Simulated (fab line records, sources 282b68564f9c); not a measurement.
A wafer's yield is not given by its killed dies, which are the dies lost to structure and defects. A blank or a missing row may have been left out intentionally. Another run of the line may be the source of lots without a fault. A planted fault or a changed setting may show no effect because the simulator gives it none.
Which tool did it? ; flow rit-cmos ; 6 lots, 18 wafers sampled, at 2 steps of a route of 202

WHAT THE GAUGES SHOWED, per wafer
RIT_M1_RS_MEAS_01: measurement is done with a four-point probe.
lot;measured;on;M1_AL_RS (ohm/sq)
L690;day 3 20:17;film-metro-04;0.0731 0.0730 0.0729
L692;day 4 06:38;film-metro-02;0.0729 0.0726 0.0731
L694;day 4 15:55;film-metro-03;0.0729 0.0730 0.0728
L698;day 5 13:05;film-metro-02;0.0814 0.0807 0.0798
L703;day 6 13:42;film-metro-03;0.0736 0.0738 0.0737
L707;day 7 09:56;film-metro-03;0.0739 0.0742 0.0731

TOOL THAT RAN EACH LOT (tool first, then ch and the chambers of the sampled wafers, then the start)
lot;RIT_M1_SPUTTER_00
L690;pvd-sputter-04, day 3 20:00
L692;pvd-sputter-04, day 4 06:20
L694;pvd-sputter-04, day 4 15:38
L698;pvd-sputter-04, day 5 12:47
L703;pvd-sputter-01, day 6 13:24
L707;pvd-sputter-01, day 7 09:34
- RIT_M1_SPUTTER_00: material Al, target thk 400 nm, time 500 s.

THE ANSWER, worked out from the rows above alone
Rule: what is usual is taken from the lots themselves. Put in order of their means at a reading, lots are off if they are a third of the lots or fewer, leave a main group of 4 or more, and stand apart from it by a gap of 3 or more times the standard deviation of the main group's means; of several such gaps the widest counts. A main group is skipped when, at the precision printed for the reading in the tables above, its means are all equal. Also off: a lot with no number at a reading for which 4 or more lots have one. The other lots that the step has rows for count as sound.
Off: L698, at RIT_M1_RS_MEAS_01 (M1_AL_RS). For the main group the mean is 0.0732 ohm/sq and the standard deviation 0.00039.
A tool fits if, at a process step before that reading, it ran every lot that is off, and no sound lot after the first of them. Gauges at RIT_M1_RS_MEAS_01: tried the same way as those tools. This does not decide it: 2 tools fit, namely pvd-sputter-04 at RIT_M1_SPUTTER_00 and film-metro-02 at RIT_M1_RS_MEAS_01.

WHAT THE SIMULATOR HAD INSERTED
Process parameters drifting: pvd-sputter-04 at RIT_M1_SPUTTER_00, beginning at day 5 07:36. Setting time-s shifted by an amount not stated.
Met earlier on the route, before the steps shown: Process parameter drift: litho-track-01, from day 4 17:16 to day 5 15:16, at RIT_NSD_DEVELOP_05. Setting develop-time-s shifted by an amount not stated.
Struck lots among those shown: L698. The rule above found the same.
